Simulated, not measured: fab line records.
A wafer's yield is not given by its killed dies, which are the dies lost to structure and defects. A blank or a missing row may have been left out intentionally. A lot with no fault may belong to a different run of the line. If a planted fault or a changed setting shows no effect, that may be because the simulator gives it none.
The same fault as seen by 2 desks :: flow berkeley-cmos170 :: each desk holds nothing but its own numbers, with what lay behind them at the end

== METROLOGY DESK ==
What the gauges read, lot by lot, whatever tool the lot ran on: means of the sampled wafers that have a number. A lot is out of limits, marked OUT, if its mean lies more than 4 standard deviations from the usual mean; the brackets give that distance.
Columns: A = cd-nm at UCB170_ACTIVE_CD_MEAS_13, usual 1199.4 nm; B = NVT_TW at UCB170_NVT_TW_MEAS_09, usual 522
lot: L364
first seen here: day 4 23:35
A: 1199.7
B: 524

lot: L365
first seen here: day 4 23:43
A: 1200.6
B: 518

lot: L368
first seen here: day 5 15:29
A: 1199.0
B: 519

lot: L366
first seen here: day 5 15:56
A: 1198.1
B: 525

lot: L369
first seen here: day 5 22:26
A: 1200.3
B: 526

lot: L370
first seen here: day 5 22:43
A: 1198.4
B: 526

lot: L375
first seen here: day 7 14:59
A: 1199.3
B: 525

lot: L377
first seen here: day 7 15:21
A: 1199.6
B: 521

lot: L378
first seen here: day 7 20:37
A: 1198.1
B: 523

lot: L379
first seen here: day 8 07:29
A: 1201.4
B: 521

lot: L383
first seen here: day 8 07:50
A: 1197.8
B: 524

lot: L380
first seen here: day 8 07:58
A: 1198.8
B: 520

lot: L385
first seen here: day 8 23:52
A: 1200.9
B: 521

lot: L387
first seen here: day 9 12:31
A: 1199.1
B: 517
This desk's verdict: no lot among the 14 shows anything out of limits.

== AT THE TOOL OWNER'S DESK: litho-track-02 ==
The tool's own readings at UCB170_PWELL_DEVELOP_12 (develop time 45 s): means of the sampled wafers that have a number, for each lot that ran on this tool. A lot is out of limits, marked OUT, if its mean lies more than 4 standard deviations from the usual mean; the brackets give that distance.
Columns: A = developer-temp-C at UCB170_PWELL_DEVELOP_12, usual 21.01 C
lot: L369
first seen here: day 4 12:00
A: 20.83

lot: L375
first seen here: day 5 22:00
A: 21.86 (+7.7) OUT

lot: L377
first seen here: day 5 22:00
A: 21.08

lot: L378
first seen here: day 6 07:00
A: 21.82 (+7.4) OUT
This desk's verdict: out of limits on L375, L378, starting with L375 at day 5 22:00 (developer-temp-C at UCB170_PWELL_DEVELOP_12). Within limits: L369, L377.

== ALL TOGETHER ==
At day 5 22:00, on L375, L378, the tool owner's desk was in a position to raise an alarm.
The metrology desk saw nothing out of limits.
The metrology desk holds a record of L375, L378, inside its limits.
On litho-track-02, each named lot ran UCB170_PWELL_DEVELOP_12.

== WHAT THE SIMULATOR PUT IN ==
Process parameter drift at UCB170_PWELL_DEVELOP_12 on litho-track-02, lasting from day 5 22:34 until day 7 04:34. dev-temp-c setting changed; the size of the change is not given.
Struck lots among those shown: L375, L378.
